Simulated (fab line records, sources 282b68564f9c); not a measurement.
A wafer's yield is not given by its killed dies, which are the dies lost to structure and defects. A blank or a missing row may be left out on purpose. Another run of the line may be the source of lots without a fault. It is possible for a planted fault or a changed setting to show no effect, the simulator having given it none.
Check of tool commonality -- flow rit_cmos -- 39 wafers sampled across 13 lots

WHY THIS WAS OPENED
1 of 13 lots carry a flag on the reading PLDD_TW at RIT_PLDD_TW_MEAS_10. Fault-free wafers read 2355, with a standard deviation of 26.
Rule: a lot is flagged when every wafer of it that has a number lies more than 4 standard deviations from that mean, or none has a number. The other lots count as sound.

lot,measured,on,"PLDD_TW, wafer by wafer",flag
L167,day 3 00:33,film_metro-01,2347 2341 2333,
L168,day 3 03:37,film_metro-04,2388 2381 2379,
L169,day 3 07:35,film_metro-01,2342 2340 2347,
L170,day 3 14:07,film_metro-02,2386 2378 2387,
L171,day 3 16:05,film_metro-04,2382 2387 2377,
L172,day 3 22:45,film_metro-04,2378 2375 2386,
L173,day 4 04:03,film_metro-01,2330 2326 2317,
L174,day 4 10:38,film_metro-02,2400 2403 2410,
L177,day 5 01:33,film_metro-01,2333 2328 2318,
L178,day 5 05:23,film_metro-02,30 30 30,FLAGGED
L185,day 6 13:32,film_metro-02,2364 2357 2357,
L188,day 7 05:11,film_metro-01,2319 2321 2337,
L190,day 7 15:03,film_metro-01,2328 2332 2329,
On average the flagged lots' numbers are 30, which is -2325 against the usual, or -89 standard deviations.

LOT BY LOT: THE TOOL USED
The record holds 1 process step before the reading, out of a route of 202 steps. Read each cell as the tool, then ch plus the chambers that the sampled wafers visited, then the start.
lot,flag,RIT_NLDD_STRIP_09
L167,,"plasma_asher-02 ch 0,1, day 2 22:59"
L168,,"plasma_asher-01 ch 0,1, day 3 02:00"
L169,,"plasma_asher-02 ch 0, day 3 05:51"
L170,,"plasma_asher-03 ch 0, day 3 12:31"
L171,,"plasma_asher-03 ch 0,1, day 3 14:31"
L172,,"plasma_asher-02 ch 0,1, day 3 21:02"
L173,,"plasma_asher-03 ch 0,1, day 4 02:00"
L174,,"plasma_asher-01 ch 0,1, day 4 08:51"
L177,,"plasma_asher-01 ch 0,1, day 4 23:50"
L178,FLAGGED,"plasma_asher-01 ch 0,1, day 5 03:42"
L185,,"plasma_asher-03 ch 0,1, day 6 11:44"
L188,,"plasma_asher-03 ch 0,1, day 7 03:35"
L190,,"plasma_asher-02 ch 0,1, day 7 13:27"
These steps, and what they do:
- RIT_NLDD_STRIP_09: strips in O2, time 180 s.
- RIT_PLDD_TW_MEAS_10

FLAGGED OVER TOTAL, TOOL BY TOOL (the gauges that took the reading come last)
step,tool,lots run,flagged,share of the flagged lots,sound lots run after its first flagged lot
RIT_NLDD_STRIP_09,plasma_asher-01,4,1,all,0
RIT_NLDD_STRIP_09,plasma_asher-02,4,0,none,-
RIT_NLDD_STRIP_09,plasma_asher-03,5,0,none,-
RIT_PLDD_TW_MEAS_10,film_metro-01,6,0,none,-
RIT_PLDD_TW_MEAS_10,film_metro-02,4,1,all,1 (L185)
RIT_PLDD_TW_MEAS_10,film_metro-04,3,0,none,-

WHAT IS ALLOWED BY THE TABLE
Table rows that saw every flagged lot: 2, namely plasma_asher-01 at RIT_NLDD_STRIP_09 and film_metro-02 at RIT_PLDD_TW_MEAS_10.
- plasma_asher-01 at RIT_NLDD_STRIP_09 ran 4 lots, 1 of them flagged. A fault beginning between L177 (day 4 23:50), its last sound lot, and L178 (day 5 03:42), its first flagged one, fits the data. Its own readings lie more than 4 standard deviations out on every wafer of the flagged lots: run_length_s.
- film_metro-02 at RIT_PLDD_TW_MEAS_10 ran 4 lots, 1 of them flagged. Sound lots ran on it after the first flagged one (L185), which a lasting fault on the whole tool wouldn't allow.
One tool is left: plasma_asher-01 at RIT_NLDD_STRIP_09.

WHAT THE SIMULATOR HAD PUT IN
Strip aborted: plasma_asher-01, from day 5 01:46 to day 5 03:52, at RIT_NLDD_STRIP_09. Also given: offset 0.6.
Shown lots that were struck: L178. Same finding as the rule above.
